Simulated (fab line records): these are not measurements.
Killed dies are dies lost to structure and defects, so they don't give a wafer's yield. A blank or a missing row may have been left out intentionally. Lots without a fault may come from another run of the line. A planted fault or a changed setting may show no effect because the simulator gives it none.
Which tool is to blame? -- flow rit-cmos -- 15 lots, 45 wafers sampled, at 2 steps of a route of 202

== WHAT THE GAUGES SHOWED, per wafer ==
RIT_ACTIVE_THK_MEAS_04.
lot,measured,on,ACTIVE_NITRIDE_THK (nm)
L865,day 1 13:32,film-metro-03,152.6 154.2 151.8
L867,day 1 23:33,film-metro-03,151.4 151.0 150.8
L868,day 2 04:32,film-metro-01,152.4 151.5 152.0
L870,day 2 14:32,film-metro-01,149.4 148.5 148.7
L871,day 2 19:33,film-metro-01,149.1 149.2 150.2
L872,day 3 00:32,film-metro-01,148.1 147.2 148.3
L873,day 3 06:06,film-metro-02,147.8 146.2 147.6
L874,day 3 10:32,film-metro-01,150.4 151.1 149.6
L877,day 4 06:00,film-metro-02,298.2 299.7 297.4
L878,day 4 07:23,film-metro-02,146.2 148.0 149.1
L879,day 4 14:33,film-metro-01,301.6 300.4 299.7
L880,day 4 19:59,film-metro-02,300.5 300.0 298.4
L886,day 5 22:32,film-metro-01,147.4 147.5 147.1
L887,day 6 03:32,film-metro-01,148.7 148.9 148.0
L888,day 6 08:32,film-metro-03,151.3 150.9 150.9

== WHAT TOOL EACH LOT RAN ON (gives the tool, then ch and the chambers of the sampled wafers, and finally the start) ==
lot,RIT_ACTIVE_CVD_03
L865,"lpcvd-01 ch 1, day 1 12:07"
L867,"lpcvd-01 ch 1, day 1 22:07"
L868,"lpcvd-02 ch 0, day 2 03:07"
L870,"lpcvd-01 ch 1, day 2 13:07"
L871,"lpcvd-02 ch 0, day 2 18:07"
L872,"lpcvd-01 ch 1, day 2 23:07"
L873,"lpcvd-02 ch 1, day 3 04:40"
L874,"lpcvd-02 ch 0, day 3 09:07"
L877,"lpcvd-02 ch 1, day 4 01:23"
L878,"lpcvd-01 ch 0, day 4 05:58"
L879,"lpcvd-01 ch 1, day 4 10:07"
L880,"lpcvd-01 ch 0, day 4 15:34"
L886,"lpcvd-01 ch 0, day 5 21:07"
L887,"lpcvd-02 ch 1, day 6 02:07"
L888,"lpcvd-01 ch 1, day 6 07:07"
- RIT_ACTIVE_CVD_03: deposits Si3N4 from SiH2Cl2/NH3, target thk 150 nm, time 1500 s.

== WHAT THE TOOLS THEMSELVES READ (means of the sampled wafers that have a number; where no wafer has one, the mark that the record gives instead) ==
RIT_ACTIVE_CVD_03.
lot,tool,zone-power-centre-pct (%)
L865,lpcvd-01,41.6
L867,lpcvd-01,41.6
L868,lpcvd-02,41.4
L870,lpcvd-01,41.3
L871,lpcvd-02,41.5
L872,lpcvd-01,41.4
L873,lpcvd-02,35.5
L874,lpcvd-02,41.7
L877,lpcvd-02,35.5
L878,lpcvd-01,36.3
L879,lpcvd-01,41.4
L880,lpcvd-01,36.1
L886,lpcvd-01,36.3
L887,lpcvd-02,35.7
L888,lpcvd-01,41.3

== THE ANSWER, worked out from the rows above alone ==
Rule: usual is defined by the lots themselves. The widest of any qualifying gaps counts: lots, ordered by their means at a reading, are off when they make up no more than a third of the lots, leave a main group of 4 or more, and stand apart from it by 3 or more times the standard deviation of that group's means. A main group whose means are all the same, to the digits that the tables above print for the reading, isn't used. Also off: a lot with no number at a reading for which 4 or more lots have one. Where the step has rows for the other lots, those lots are counted as sound. First the gauges in route order, then the tools' own readings, where a lot's mean is used as printed above. The first step at which some lot is off is used, and at that step the reading that is off furthest; a lot without a number counts as furthest.
Off: L877, L879, L880, at RIT_ACTIVE_THK_MEAS_04 (ACTIVE_NITRIDE_THK). For the main group the mean is 149.5 nm and the standard deviation 1.8.
A tool fits if, at a process step before that reading, it ran every lot that is off, and no sound lot after the first of them. Those tools and the gauges at RIT_ACTIVE_THK_MEAS_04 are tried in the same way. Not one of the candidates tried fits.

== WHAT THE SIMULATOR PUT IN ==
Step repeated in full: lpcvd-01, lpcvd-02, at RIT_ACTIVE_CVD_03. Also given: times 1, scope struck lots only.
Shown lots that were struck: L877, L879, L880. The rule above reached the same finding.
